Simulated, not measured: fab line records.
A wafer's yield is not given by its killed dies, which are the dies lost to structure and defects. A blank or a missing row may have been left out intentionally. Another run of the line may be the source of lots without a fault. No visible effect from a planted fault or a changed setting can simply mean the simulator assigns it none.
fab line records -- flow rit-cmos
record: lots: 6, wafers: 18, last-day: 7
route steps=202 shown PSD@144 SDANNEAL@153 NSD@158 PLDD@159 NLDD@160 M1@202
lots that met no fault: taken from a fault-free run of the same line
start-h: hours from the record's first day to the start of the lot's first wafer shown -- wait-h: hours elapsed since this lot's preceding step -- " the same as in the row above -- L1.1+2: a single row standing in for several wafers -- - no value present, or no start provided -- * or withheld: withheld -- < > ~ a bound
route shown NAME@n: NAME is a module with steps in the file, n the number in the route of the first one -- usual: average and standard deviation across the fault-free wafers -- same: alike in all rows -- chamber/n: place in a boat -- sites: the reading at each site -- _std_site: the standard deviation of these -- _edge_site: mean of outer sites minus mean of inner sites -- radius-mm: how far each site lies from the wafer's centre -- mask NAME#n: copy n -- behind: the most recent tool/chamber to have shaped the wafer -- hold: why the lot was held/for how many hours/how that ended -- device: the n, p or np transistor that did not switch -- end of line: tests of these same wafers at the route's end -- a step given without rows: its recipe and nothing more -- killed: dies that structure and defects cost at the first sort, which is not the same as the wafer's yield -- map: a wafer's dies, x killed, . not, _ none there
set.NAME: the setting that was run; set.NAME@STEP: the one run at that earlier step -- model.NAME: the simulator's own value behind a step, which no gauge read
lots at selected steps of the route; one table per step, one row per wafer
services: a tool's chamber out of use, with start hour (start-h, from the record's first day; less than 0 if before it), hours out, and reason
== steps ==
step: RIT_PSD_SOFTBAKE_02
recipe: resist: NOVOLAK, temp-c: 90, time-s: 60
step: RIT_PSD_EXPOSE_03
recipe: mask-id: M10, na: 0.57, target-cd-nm: 40900, dose-mj: 250
step: RIT_PSD_PEB_04
recipe: resist: NOVOLAK, temp-c: withheld, time-s: withheld
step: RIT_PSD_DEVELOP_05
recipe: resist: NOVOLAK, develop-time-s: 50, dev-temp-c: 23
step: RIT_PSD_OVL_MEAS_06
usual: PSD_OVL: 0.1/1.2
lot.wafer,tool,chamber,start-h,wait-h,PSD_OVL[nm]
L832.2,overlay-01,-,49.19,-,0.6
L832.3,overlay-01,-,49.19,-,-2.9
L832.6,overlay-01,-,49.19,-,-1.4
L837.1,overlay-01,-,72.87,-,-1.3
L837.2,overlay-01,-,72.87,-,-0.8
L837.4,overlay-01,-,72.87,-,-1.6
L846.1,overlay-02,-,122.12,-,-0.6
L846.2,overlay-02,-,122.12,-,-0.5
L846.3,overlay-02,-,122.12,-,-0.1
L848.2,overlay-02,-,133.87,-,1.0
L848.4,overlay-02,-,133.87,-,1.4
L848.5,overlay-02,-,133.87,-,2.1
L853.2,overlay-02,-,154.07,-,-1.3
L853.4,overlay-02,-,154.07,-,-1.3
L853.6,overlay-02,-,154.07,-,0.4
L855.3,overlay-02,-,163.48,-,1.7
L855.4,overlay-02,-,163.48,-,2.9
L855.5,overlay-02,-,163.48,-,0.4
step: RIT_PSD_HARDBAKE_07
recipe: resist: NOVOLAK, temp-c: 140, time-s: 60
step: RIT_PSD_IMPLANT_08
recipe: species: BF2, energy-kev: 27, dose-cm2: 5e+15, tilt-deg: 7
step: RIT_PSD_STRIP_09
recipe: chemistry: O2, time-s: 180, resist: NOVOLAK, platen-temp-c: withheld, power-w: 500, pressure-mtorr: 4000, o2-flow-sccm: 4000
usual: drypump-motor-current-A: 5.8/0.54
lot.wafer,tool,chamber,start-h,wait-h,drypump-motor-current-A,rf-hours-counter-h
L832.2,plasma-asher-02,1,49.52,0.1,5.8,45
L832.3,plasma-asher-02,0,49.52,0.1,6.5,-
L832.6,plasma-asher-02,0,49.52,0.1,6.5,-
L837.1,plasma-asher-02,1,73.20,0.1,5.8,48
L837.2,plasma-asher-02,0,73.20,0.1,6.5,48
L837.4,plasma-asher-02,1,73.20,0.1,5.8,-
L846.1,plasma-asher-01,1,122.46,0.1,4.9,52
L846.2,plasma-asher-01,0,122.46,0.1,5.9,52
L846.3,plasma-asher-01,0,122.46,0.1,5.9,-
L848.2,plasma-asher-02,0,134.20,0.1,6.5,2
L848.4,plasma-asher-02,0,134.20,0.1,6.5,-
L848.5,plasma-asher-02,1,134.20,0.1,5.8,-
L853.2,plasma-asher-01,1,154.40,0.1,4.9,55
L853.4,plasma-asher-01,0,154.40,0.1,5.8,-
L853.6,plasma-asher-01,1,154.40,0.1,4.9,-
L855.3,plasma-asher-01,0,163.87,0.1,5.9,-
L855.4,plasma-asher-01,1,163.87,0.1,4.9,-
L855.5,plasma-asher-01,0,163.87,0.1,5.8,-
step: RIT_PSD_TW_MEAS_10
usual: PSD_TW: 3413/34
lot.wafer,tool,chamber,start-h,wait-h,PSD_TW
L832.2,film-metro-01,-,49.70,0.1,3413
L832.3,film-metro-01,-,49.70,0.1,3405
L832.6,film-metro-01,-,49.70,0.1,3385
L837.1,film-metro-01,-,73.38,0.1,3416
L837.2,film-metro-01,-,73.38,0.1,3410
L837.4,film-metro-01,-,73.38,0.1,3431
L846.1,film-metro-01,-,122.64,0.1,3463
L846.2,film-metro-01,-,122.64,0.1,3473
L846.3,film-metro-01,-,122.64,0.1,3477
L848.2,film-metro-04,-,134.39,0.1,3416
L848.4,film-metro-04,-,134.39,0.1,3398
L848.5,film-metro-04,-,134.39,0.1,3395
L853.2,film-metro-01,-,154.58,0.1,3465
L853.4,film-metro-01,-,154.58,0.1,3438
L853.6,film-metro-01,-,154.58,0.1,3453
L855.3,film-metro-03,-,164.00,0.1,3364
L855.4,film-metro-03,-,164.00,0.1,3376
L855.5,film-metro-03,-,164.00,0.1,3369
step: RIT_SDANNEAL_CLEAN_00
recipe: chemistry: SC1, mix: 3:3:50, time-s: 600, temp-c: 75.53
step: RIT_SDANNEAL_CLEAN_01
recipe: chemistry: dHF, dilution: 50:1, time-s: 30
step: RIT_SDANNEAL_CLEAN_02
recipe: chemistry: SC2, mix: 3:3:50, time-s: 600, temp-c: 75, dry: n2-spin
step: RIT_SDANNEAL_RTA_03
recipe: temp-c: 1050, time-s: 5, idle-temp-c: 600, ramp-up-c-per-s: 342, ramp-down-c-per-s: 171, cool-to-c: 600, ambient: N2
usual: wafer_temp_C_max: 1053.4/0.99
lot.wafer,tool,chamber,start-h,wait-h,wafer_temp_C_max
L832.2,rtp-anneal-02,0,50.15,0.0,1054.1
L832.3,rtp-anneal-02,0,50.15,0.0,1053.4
L832.6,rtp-anneal-02,0,50.15,0.0,1052.0
L837.1,rtp-anneal-01,0,73.98,0.0,1052.8
L837.2,rtp-anneal-01,0,73.98,0.0,1053.5
L837.4,rtp-anneal-01,0,73.98,0.0,1054.2
L846.1,rtp-anneal-02,0,123.06,0.0,1054.0
L846.2,rtp-anneal-02,0,123.06,0.0,1053.8
L846.3,rtp-anneal-02,0,123.06,0.0,1054.2
L848.2,rtp-anneal-02,0,134.82,0.0,1054.2
L848.4,rtp-anneal-02,0,134.82,0.0,1054.6
L848.5,rtp-anneal-02,0,134.82,0.0,1053.3
L853.2,rtp-anneal-01,0,155.01,0.0,1053.4
L853.4,rtp-anneal-01,0,155.01,0.0,1054.4
L853.6,rtp-anneal-01,0,155.01,0.0,1052.9
L855.3,rtp-anneal-01,0,164.43,0.0,1053.9
L855.4,rtp-anneal-01,0,164.43,0.0,1053.4
L855.5,rtp-anneal-01,0,164.43,0.0,1053.0
step: RIT_SDANNEAL_RS_MEAS_04
recipe: thk-meas-gauge: four-point-probe
usual: PSD_RS: 115.9/0.33
lot.wafer,tool,chamber,start-h,wait-h,PSD_RS[ohm/sq]
L832.2,film-metro-04,-,50.22,0.1,115.9
L832.3,film-metro-04,-,50.22,0.1,116.3
L832.6,film-metro-04,-,50.22,0.1,116.5
L837.1,film-metro-03,-,74.04,0.0,115.9
L837.2,film-metro-03,-,74.04,0.0,115.7
L837.4,film-metro-03,-,74.04,0.0,116.1
L846.1,film-metro-01,-,123.12,0.0,114.3
L846.2,film-metro-01,-,123.12,0.0,114.4
L846.3,film-metro-01,-,123.12,0.0,114.1
L848.2,film-metro-04,-,134.88,0.1,114.4
L848.4,film-metro-04,-,134.88,0.1,114.2
L848.5,film-metro-04,-,134.88,0.1,114.5
L853.2,film-metro-03,-,155.08,0.1,115.8
L853.4,film-metro-03,-,155.08,0.1,116.0
L853.6,film-metro-03,-,155.08,0.1,115.8
L855.3,film-metro-01,-,164.51,0.1,115.6
L855.4,film-metro-01,-,164.51,0.1,116.0
L855.5,film-metro-01,-,164.51,0.1,115.7
step: RIT_SDANNEAL_RS_MEAS_05
recipe: thk-meas-gauge: four-point-probe
usual: NSD_RS: 83.05/0.28
lot.wafer,tool,chamber,start-h,wait-h,NSD_RS[ohm/sq]
L832.2,film-metro-04,-,50.34,0.1,82.98
L832.3,film-metro-04,-,50.34,0.1,83.29
L832.6,film-metro-04,-,50.34,0.1,83.21
L837.1,film-metro-03,-,74.16,0.1,82.73
L837.2,film-metro-03,-,74.16,0.1,83.08
L837.4,film-metro-03,-,74.16,0.1,82.88
L846.1,film-metro-01,-,123.24,0.1,82.86
L846.2,film-metro-01,-,123.24,0.1,83.14
L846.3,film-metro-01,-,123.24,0.1,82.80
L848.2,film-metro-04,-,135.00,0.1,82.99
L848.4,film-metro-04,-,135.00,0.1,83.21
L848.5,film-metro-04,-,135.00,0.1,83.02
L853.2,film-metro-03,-,155.20,0.1,83.13
L853.4,film-metro-03,-,155.20,0.1,83.00
L853.6,film-metro-03,-,155.20,0.1,82.97
L855.3,film-metro-01,-,164.63,0.1,82.81
L855.4,film-metro-01,-,164.63,0.1,82.65
L855.5,film-metro-01,-,164.63,0.1,83.12
step: RIT_SDANNEAL_RS_MEAS_06
recipe: thk-meas-gauge: four-point-probe
usual: PLDD_RS: 180.2/0.58
lot.wafer,tool,chamber,start-h,wait-h,PLDD_RS[ohm/sq]
L832.2,film-metro-04,-,50.46,0.1,181.0
L832.3,film-metro-04,-,50.46,0.1,181.4
L832.6,film-metro-04,-,50.46,0.1,181.5
L837.1,film-metro-03,-,74.28,0.1,180.3
L837.2,film-metro-03,-,74.28,0.1,179.9
L837.4,film-metro-03,-,74.28,0.1,180.6
L846.1,film-metro-01,-,123.36,0.1,178.6
L846.2,film-metro-01,-,123.36,0.1,178.2
L846.3,film-metro-01,-,123.36,0.1,178.9
L848.2,film-metro-04,-,135.12,0.1,178.5
L848.4,film-metro-04,-,135.12,0.1,178.5
L848.5,film-metro-04,-,135.12,0.1,178.6
L853.2,film-metro-03,-,155.32,0.1,180.3
L853.4,film-metro-03,-,155.32,0.1,180.7
L853.6,film-metro-03,-,155.32,0.1,180.6
L855.3,film-metro-01,-,164.75,0.1,179.9
L855.4,film-metro-01,-,164.75,0.1,179.8
L855.5,film-metro-01,-,164.75,0.1,180.0
step: RIT_SDANNEAL_RS_MEAS_07
recipe: thk-meas-gauge: four-point-probe
usual: NLDD_RS: 151.7/0.59
lot.wafer,tool,chamber,start-h,wait-h,NLDD_RS[ohm/sq]
L832.2,film-metro-04,-,50.58,0.1,151.3
L832.3,film-metro-04,-,50.58,0.1,151.7
L832.6,film-metro-04,-,50.58,0.1,151.3
L837.1,film-metro-03,-,74.40,0.1,150.9
L837.2,film-metro-03,-,74.40,0.1,151.0
L837.4,film-metro-03,-,74.40,0.1,150.8
L846.1,film-metro-01,-,123.48,0.1,151.1
L846.2,film-metro-01,-,123.48,0.1,151.0
L846.3,film-metro-01,-,123.48,0.1,151.1
L848.2,film-metro-04,-,135.24,0.1,152.9
L848.4,film-metro-04,-,135.24,0.1,152.3
L848.5,film-metro-04,-,135.24,0.1,152.7
L853.2,film-metro-03,-,155.44,0.1,151.4
L853.4,film-metro-03,-,155.44,0.1,151.7
L853.6,film-metro-03,-,155.44,0.1,151.8
L855.3,film-metro-01,-,164.87,0.1,152.1
L855.4,film-metro-01,-,164.87,0.1,152.0
L855.5,film-metro-01,-,164.87,0.1,151.8
step: RIT_M1_PROBE_99
usual: killed_at_M0_to_M3: 0.0/0.12, killed-at-contacts: 0.1/0.29, killed-at-front-end: 7/3, killed-dies: 7/3, killed-open: 3.2/2, killed-short: 3.5/2.1
same: gross-dies: 264, killed_at_M4_up: 0, killed-at-back-side: 0, killed-at-other: 0
lot.wafer,tool,chamber,start-h,wait-h,killed_at_M0_to_M3,killed-at-contacts,killed-at-front-end,killed-dies,killed-open,killed-short,model.etest.pmos-turned.drive-ua-um,model.etest.pmos_0p15.off-log10-a-um,model.etest.vpnp.gain,model.etest.diode-pplus-comb.cj-ff-um2,model.etest.pmos_0p15.vt-sat-v,model.etest.cap-p-gate.vfb-v
L832.2,prober-02,-,57.61,0.1,0,0,3,3,1,2,188.2,-10.43,1.019,2.022,-0.305,0.9622
L832.3,prober-02,-,57.66,0.2,0,0,9,9,7,2,197.3,-10.19,1.018,2.016,-0.2835,0.9664
L832.6,prober-02,-,57.81,0.2,0,0,8,8,0,8,190.3,-10.63,1.009,2.014,-0.3076,0.9668
L837.1,prober-01,-,82.35,0.1,1,0,4,5,2,3,186,-10.56,1.03,2.004,-0.3141,0.9626
L837.2,prober-01,-,82.40,0.1,0,0,2,2,2,0,183.5,-10.51,1.036,2.019,-0.3154,0.9621
L837.4,prober-01,-,82.50,0.2,0,0,6,6,4,2,190.8,-10.41,1.055,2.005,-0.3047,0.9587
L846.1,prober-02,-,130.56,0.1,0,0,10,10,5,5,209.1,-9.785,1.101,2.033,-0.2541,0.9744
L846.2,prober-02,-,130.61,0.1,0,0,6,6,2,4,203.4,-9.809,1.124,2.03,-0.2632,0.9695
L846.3,prober-02,-,130.66,0.2,0,0,12,12,5,7,211.7,-9.716,1.109,2.032,-0.2571,0.9756
L848.2,prober-02,-,143.76,0.1,0,0,11,11,8,3,190.5,-9.967,1.09,2.05,-0.2806,0.9769
L848.4,prober-02,-,143.86,0.2,0,0,7,7,5,2,203.1,-9.734,1.092,2.045,-0.2618,0.9748
L848.5,prober-02,-,143.91,0.2,0,0,8,8,3,5,200.6,-10.01,1.078,2.061,-0.267,0.9748
L853.2,prober-01,-,164.36,0.1,0,0,3,3,1,2,184.2,-10.45,1.066,1.979,-0.3001,0.9616
L853.4,prober-01,-,164.46,0.2,0,0,4,4,1,3,187.1,-10.16,1.065,1.978,-0.2844,0.964
L853.6,prober-01,-,164.56,0.2,0,0,5,5,3,2,189.4,-10.2,1.071,1.979,-0.2926,0.9624
L855.3,prober-01,-,173.41,0.2,0,0,5,5,3,2,190.2,-10.29,1.067,2.023,-0.3002,0.9695
L855.4,prober-01,-,173.46,0.2,0,0,8,8,4,4,194.2,-10.33,1.044,2.018,-0.2889,0.9682
L855.5,prober-01,-,173.51,0.2,0,1,8,9,3,6,189.3,-10.29,1.056,2.026,-0.2983,0.9678
killed by level:class
L832.2 GATE:geometric-particle:short=1 SPACER:geometric-particle:short=1 SILICIDE:geometric-particle:open=1
L832.3 GATE:geometric-particle:open=4 FOX2:geometric-particle:short=1 FOX2:geometric-particle:open=1 GATE:geometric-particle:short=1 REOX:geometric-particle:open=1 SILICIDE:geometric-particle:open=1
L832.6 GATE:geometric-particle:short=3 FOX2:geometric-particle:short=2 REOX:geometric-particle:short=2 SILICIDE:geometric-particle:short=1
L837.1 FOX1:geometric-particle:short=1 FOX1:geometric-particle:open=1 FOX2:geometric-particle:short=1 SILICIDE:geometric-particle:open=1 M1:geometric-particle:short=1
L837.2 FOX1:geometric-particle:open=1 SPACER:geometric-particle:open=1
L837.4 FOX1:geometric-particle:open=2 SILICIDE:geometric-particle:open=2 GATE:geometric-particle:short=1 SILICIDE:geometric-particle:short=1
L846.1 FOX1:geometric-particle:open=3 GATE:geometric-particle:short=2 REOX:geometric-particle:short=2 FOX2:geometric-particle:open=1 FOX2:geometric-particle:short=1 GATE:geometric-particle:open=1
L846.2 FOX2:geometric-particle:short=1 GATE:geometric-particle:open=1 GATE:geometric-particle:short=1 REOX:geometric-particle:short=1 SPACER:geometric-particle:open=1 SPACER:geometric-particle:short=1
L846.3 REOX:geometric-particle:short=3 FOX1:geometric-particle:open=2 GATE:geometric-particle:open=2 GATE:geometric-particle:short=2 FOX2:geometric-particle:short=1 REOX:geometric-particle:open=1 SPACER:geometric-particle:short=1
L848.2 GATE:geometric-particle:open=3 REOX:geometric-particle:open=2 SILICIDE:geometric-particle:open=2 FOX1:geometric-particle:short=1 SPACER:geometric-particle:open=1 SPACER:geometric-particle:short=1 SILICIDE:geometric-particle:short=1
L848.4 GATE:geometric-particle:open=2 FOX1:geometric-particle:open=1 SPACER:geometric-particle:open=1 SPACER:geometric-particle:short=1 SILICIDE:geometric-particle:open=1 SILICIDE:geometric-particle:short=1
L848.5 SPACER:geometric-particle:short=3 SILICIDE:geometric-particle:short=2 GATE:geometric-particle:open=1 REOX:geometric-particle:open=1 SPACER:geometric-particle:open=1
L853.2 GATE:geometric-particle:open=1 GATE:geometric-particle:short=1 SILICIDE:geometric-particle:short=1
L853.4 GATE:geometric-particle:short=2 FOX1:geometric-particle:short=1 GATE:geometric-particle:open=1
L853.6 FOX1:geometric-particle:short=1 GATE:geometric-particle:open=1 REOX:geometric-particle:open=1 SPACER:geometric-particle:open=1 SILICIDE:geometric-particle:short=1
L855.3 FOX1:geometric-particle:open=1 GATE:geometric-particle:open=1 SPACER:geometric-particle:open=1 SPACER:geometric-particle:short=1 SILICIDE:geometric-particle:short=1
L855.4 GATE:geometric-particle:short=2 GATE:geometric-particle:open=2 FOX2:geometric-particle:open=1 FOX2:geometric-particle:short=1 REOX:geometric-particle:open=1 SPACER:geometric-particle:short=1
L855.5 GATE:geometric-particle:short=4 FOX1:geometric-particle:short=1 FOX2:geometric-particle:short=1 GATE:geometric-particle:open=1 SILICIDE:geometric-particle:open=1 CONTACT:geometric-particle:open=1
== services ==
tool,chamber,start-h,hours,kind
plasma-asher-01,-,29.62,2.8,pm
plasma-asher-02,-,108.75,9.0,pm
plasma-asher-02,0,108.75,9.0,vent-cycle
plasma-asher-02,1,108.75,9.0,vent-cycle
plasma-asher-02,0,117.75,-,clean
plasma-asher-02,1,117.75,-,clean
plasma-asher-01,-,129.00,5.6,repair
plasma-asher-01,-,154.90,2.6,repair
== key ==
first-sign: step: RIT_SDANNEAL_RS_MEAS_04, reading: PSD_RS, direction: down, sigmas: 4.7, usual: 115.9, struck: 114.3
effect: step: RIT_SDANNEAL_RS_MEAS_06, reading: PLDD_RS, direction: down, sigmas: 2.9, usual: 180.2, struck: 178.5
model-effect: step: RIT_M1_PROBE_99, value: etest.pmos-turned.drive-ua-um, without: 190.8, struck: 203.1
met-at RIT_SDANNEAL_RTA_03
struck-wafers L846.1,L846.2,L846.3,L848.2,L848.4,L848.5
tester-left-out L846,L848
onset-between 50.15 123.06
fault: kind: process-parameter-drift, tool: rtp-anneal-02, chamber: -, onset-h: 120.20, steps: RIT_SDANNEAL_RTA_03, channel: time-s, offset: *, shape: step, end-h: 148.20, acts-in: *, stated: *
tester-left-out: of these lots the tester's yield and bins aren't shown, on N5 and GAA mostly nor the transistor test; their killed dies are dies lost to structure and defects alone, not to doping, threshold or leakage, so they don't give the yield
